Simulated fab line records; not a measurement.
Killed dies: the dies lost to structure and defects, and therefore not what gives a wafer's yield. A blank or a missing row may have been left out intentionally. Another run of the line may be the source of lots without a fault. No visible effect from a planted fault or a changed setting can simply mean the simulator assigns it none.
Which tool is to blame? / flow rit_cmos / 14 lots with 42 wafers sampled at 2 steps, on a route of 202 steps

WHAT EACH GAUGE READ, for each wafer
RIT_GATE_OVL_MEAS_17. Usual: GATE_OVL typically reads -1.2 nm, with standard deviation 1.4.
lot=L915; measured=day 2 17:50; on=overlay-02; GATE_OVL (nm)=-2.1 -2.8 -0.7; flag=
lot=L916; measured=day 2 21:58; on=overlay-01; GATE_OVL (nm)=1.3 1.7 0.9; flag=
lot=L917; measured=day 3 03:19; on=overlay-01; GATE_OVL (nm)=-0.9 -0.4 -1.7; flag=
lot=L918; measured=day 3 08:21; on=overlay-02; GATE_OVL (nm)=-5.2 -5.0 -3.6; flag=
lot=L919; measured=day 3 15:53; on=overlay-01; GATE_OVL (nm)=-1.0 -2.7 1.0; flag=
lot=L920; measured=day 3 18:54; on=overlay-01; GATE_OVL (nm)=-1.1 -1.6 -0.7; flag=
lot=L921; measured=day 4 01:24; on=overlay-02; GATE_OVL (nm)=-0.8 -2.3 -0.1; flag=
lot=L923; measured=day 4 09:37; on=overlay-01; GATE_OVL (nm)=-2.8 -1.1 -2.7; flag=
lot=L924; measured=day 4 15:04; on=overlay-02; GATE_OVL (nm)=0.3 -0.1 -2.0; flag=
lot=L925; measured=day 4 23:20; on=overlay-01; GATE_OVL (nm)=-0.3 -0.4 -1.6; flag=
lot=L926; measured=day 5 03:48; on=overlay-01; GATE_OVL (nm)=-3.3 -2.1 -1.4; flag=
lot=L932; measured=day 6 06:19; on=overlay-02; GATE_OVL (nm)=-2.4 -1.4 -0.9; flag=
lot=L935; measured=day 6 22:23; on=overlay-02; GATE_OVL (nm)=0.3 1.0 0.0; flag=
lot=L936; measured=day 7 02:28; on=overlay-02; GATE_OVL (nm)=-2.4 -1.1 -0.4; flag=

RIT_REOX_THK_MEAS_04. Usual: REOX_OXIDE_THK typically reads 24.4 nm, with standard deviation 0.5.
lot=L915; measured=day 2 21:53; on=film_metro-01; REOX_OXIDE_THK (nm)=24.9 24.6 24.4; flag=
lot=L916; measured=day 3 01:37; on=film_metro-03; REOX_OXIDE_THK (nm)=24.5 24.0 24.2; flag=
lot=L917; measured=day 3 06:55; on=film_metro-04; REOX_OXIDE_THK (nm)=24.8 25.0 25.2; flag=
lot=L918; measured=day 3 11:57; on=film_metro-04; REOX_OXIDE_THK (nm)=24.1 24.0 24.2; flag=
lot=L919; measured=day 3 19:23; on=film_metro-01; REOX_OXIDE_THK (nm)=24.2 24.3 24.4; flag=
lot=L920; measured=day 3 22:28; on=film_metro-03; REOX_OXIDE_THK (nm)=24.5 24.9 25.0; flag=
lot=L921; measured=day 4 04:56; on=film_metro-03; REOX_OXIDE_THK (nm)=23.6 23.9 23.4; flag=
lot=L923; measured=day 4 13:21; on=film_metro-04; REOX_OXIDE_THK (nm)=24.6 24.7 24.9; flag=
lot=L924; measured=day 4 18:53; on=film_metro-01; REOX_OXIDE_THK (nm)=24.6 24.4 24.4; flag=
lot=L925; measured=day 5 05:11; on=film_metro-01; REOX_OXIDE_THK (nm)=24.2 24.2 24.2; flag=
lot=L926; measured=day 5 07:44; on=film_metro-04; REOX_OXIDE_THK (nm)=24.8 24.4 24.1; flag=
lot=L932; measured=day 6 09:50; on=film_metro-03; REOX_OXIDE_THK (nm)=23.2 23.7 23.6; flag=
lot=L935; measured=day 7 02:41; on=film_metro-01; REOX_OXIDE_THK (nm)=23.2 23.8 24.1; flag=
lot=L936; measured=day 7 06:01; on=film_metro-04; REOX_OXIDE_THK (nm)=23.6 23.5 23.6; flag=

WHICH TOOL RAN EACH LOT (tool, then ch and the chambers of the sampled wafers, then the start)
There is no process step in the record ahead of these readings.

AS READ BY THE TOOLS THEMSELVES (means over the sampled wafers that have a number; for cases with no such wafer, the mark the record gives instead)
The record holds no such reading with a usual standard deviation.

THE ANSWER, worked out from the rows above alone
Rule: lot off if the mean of its wafers having a number is beyond 3 standard deviations from the usual mean. Also off: a lot with no number at a reading for which 4 or more lots have one. All remaining lots with rows at the step are treated as sound. The gauges are gone through in route order, then the tools' own readings, and for those a lot's mean is taken as printed above. At the first step where some lot is off, the reading lying furthest off is the one used; lots without a number count as furthest.
No lot is off on any of the readings shown, so nothing can be concluded from this.

WHAT THE SIMULATOR HAD PUT IN
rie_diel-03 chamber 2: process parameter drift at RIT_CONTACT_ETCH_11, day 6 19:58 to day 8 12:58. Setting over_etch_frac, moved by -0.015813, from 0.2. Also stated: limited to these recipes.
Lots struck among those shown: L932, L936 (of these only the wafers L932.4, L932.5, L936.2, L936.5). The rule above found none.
